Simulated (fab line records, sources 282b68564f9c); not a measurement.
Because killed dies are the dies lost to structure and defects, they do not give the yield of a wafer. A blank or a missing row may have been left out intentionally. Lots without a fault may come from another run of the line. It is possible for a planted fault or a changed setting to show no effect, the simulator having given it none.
fab line records | flow ritCmos
record lots=14 wafers=42 lastDay=7
route steps=202 shown CONTACT@168
lots untouched by any fault: they come from a run of this same line in which no faults occurred
startH: hours from the record's first day to the start of the lot's first wafer shown | waitH: hours since the lot's step before | " as in the row above | L1.1+2: several wafers, shown together as one row | - no value, or no start given | * or withheld: withheld | < > ~ a bound
route shown NAME@n: a module of which the file shows steps, and the number in the route of the first | usual: mean/standard deviation of fault-free wafers | same: alike in all rows | chamber/n: place in a boat | sites: per-site readings | _std_site: their standard deviation | _edge_site: inner sites' mean taken away from outer sites' mean | radiusMm: for every site, how far away it sits from the centre of the wafer | mask NAME#n: copy n | behind: the last tool/chamber to shape the wafer | hold: why the lot was held/for how many hours/how that ended | device: transistor that didn't switch, given as n, p or np | end of line: the route-end tests of the same wafers | a step with no rows: only its recipe | killed: at the first sort, the dies lost to defects and structure; wafer yield is something else | map: per-die view of a wafer (x killed, . not killed, _ where there is no die)
set.NAME: the setting the step ran with; set.NAME@STEP: the setting that earlier step ran with | model.NAME: the simulator's own value behind a step, which no gauge read
one table for each step of the route and one row for each wafer, over a sample of lots
services: from which hour (startH, from the record's first day; less than 0 if before it) a tool's chamber was out of use, for how many hours, and why
## steps
# step RIT_CONTACT_CVD_00
# recipe material=SiO2 targetThkNm=400 precursor=TEOS tempC=390 timeS=61 rfW=400
# usual heaterPowerW=346/52 rfFwdPowerW=396.5/1.7
# columns lot.wafer tool chamber startH waitH heaterPowerW rfFwdPowerW
L400.3 pecvd-04 1 67.39 0.0 292 395.6
L400.5 " 2 " " 394 394.3
L400.6 " 0 " " 307 394.8
L402.1 pecvd-02 2 73.04 0.1 363 395.7
L402.3 " 1 " " 367 396.7
L402.5 " 0 " " 318 397.6
L401.2 pecvd-01 2 73.42 0.0 350 396.6
L401.4 " 0 " " 423 396.7
L401.6 " 1 " " 298 393.2
L403.1 pecvd-04 0 79.04 0.1 252 393.7
L403.2 " 2 " " 364 397.1
L403.3 " 1 " " 280 395.6
L404.1 pecvd-02 2 82.29 0.1 341 394.9
L404.3 " 1 " " 403 397.0
L404.6 " 0 " " 314 397.1
L405.3 pecvd-01 0 89.69 0.0 449 399.0
L405.4 " 0 " " 434 397.6
L405.5 " 1 " " 286 396.6
L406.2 pecvd-02 2 91.81 0.0 293 396.1
L406.4 " 0 " " 283 398.5
L406.5 " 2 " " 312 395.4
L408.1 pecvd-04 1 95.70 0.1 339 397.0
L408.2 " 2 " " 391 395.2
L408.4 " 0 " " 297 395.2
L411.2 pecvd-01 0 111.97 0.0 419 399.6
L411.3 " 2 " " 408 395.7
L411.6 " 1 " " 266 555.0
L414.2 pecvd-01 0 122.27 0.0 434 398.3
L414.4 " 1 " " 200 558.5
L414.6 " 2 " " 364 393.6
L415.2 pecvd-02 0 127.17 0.0 271 396.3
L415.3 " 1 " " 394 398.0
L415.6 " 0 " " 287 397.0
L418.3 pecvd-02 2 142.30 0.0 378 395.1
L418.4 " 1 " " 369 398.0
L418.6 " 2 " " 382 395.1
L419.1 pecvd-04 1 146.08 0.1 346 396.6
L419.2 " 0 " " 323 397.7
L419.5 " 1 " " 260 396.2
L422.4 pecvd-04 0 166.12 0.0 304 395.9
L422.5 " 2 " " 399 398.4
L422.6 " 1 " " 300 393.1
# step RIT_CONTACT_THK_MEAS_01
# recipe reads=SiO2_of_CONTACT_CVD_00
# usual CONTACT_TEOS_THK=400/4.3
# columns lot.wafer tool chamber startH waitH CONTACT_TEOS_THK[nm]
L400.3 filmMetro-01 - 67.46 0.0 399
L400.5 " - " " 407
L400.6 " - " " 403
L402.1 filmMetro-03 - 73.09 0.0 401
L402.3 " - " " 397
L402.5 " - " " 405
L401.2 filmMetro-03 - 73.49 0.0 392
L401.4 " - " " 400
L401.6 " - " " 405
L403.1 filmMetro-03 - 79.09 0.0 400
L403.2 " - " " 399
L403.3 " - " " 402
L404.1 filmMetro-02 - 82.34 0.0 393
L404.3 " - " " 392
L404.6 " - " " 402
L405.3 filmMetro-02 - 89.76 0.0 395
L405.4 " - " " 402
L405.5 " - " " 401
L406.2 filmMetro-01 - 91.87 0.0 399
L406.4 " - " " 410
L406.5 " - " " 402
L408.1 filmMetro-01 - 95.75 0.0 396
L408.2 " - " " 396
L408.4 " - " " 406
L411.2 filmMetro-03 - 112.03 0.0 395
L411.3 " - " " 400
L411.6 " - " " 449
L414.2 filmMetro-03 - 122.33 0.0 392
L414.4 " - " " 441
L414.6 " - " " 397
L415.2 filmMetro-03 - 127.23 0.0 401
L415.3 " - " " 397
L415.6 " - " " 405
L418.3 filmMetro-03 - 142.37 0.0 394
L418.4 " - " " 404
L418.6 " - " " 402
L419.1 filmMetro-02 - 146.13 0.0 394
L419.2 " - " " 400
L419.5 " - " " 404
L422.4 filmMetro-01 - 166.17 0.0 394
L422.5 " - " " 400
L422.6 " - " " 403
## services
# columns tool chamber startH hours kind
pecvd-01 - 50.15 1.2 repair
pecvd-04 - 89.48 2.9 repair
pecvd-01 1 135.06 - calibration
## key
firstSign step=RIT_CONTACT_CVD_00 reading=rfFwdPowerW direction=up sigmas=96 usual=396.5 struck=556.8
effect step=RIT_CONTACT_THK_MEAS_01 reading=CONTACT_TEOS_THK direction=up sigmas=11 usual=400 struck=445
metAt RIT_CONTACT_CVD_00
struckLots L411,L414
struckWafers L411.6,L414.4
testerLeftOut L411,L414
onsetBetween 89.69 111.97
fault kind=processParameterDrift tool=pecvd-01 chamber=1 onsetH=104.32 steps=RIT_CONTACT_CVD_00 channel=rfW offset=160 shape=step endH=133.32 stated=400
# testerLeftOut: of these lots the tester's yield and bins aren't shown, on N5 and GAA mostly nor the transistor test; their killed dies are dies lost to structure and defects alone, not to doping, threshold or leakage, so they don't give the yield
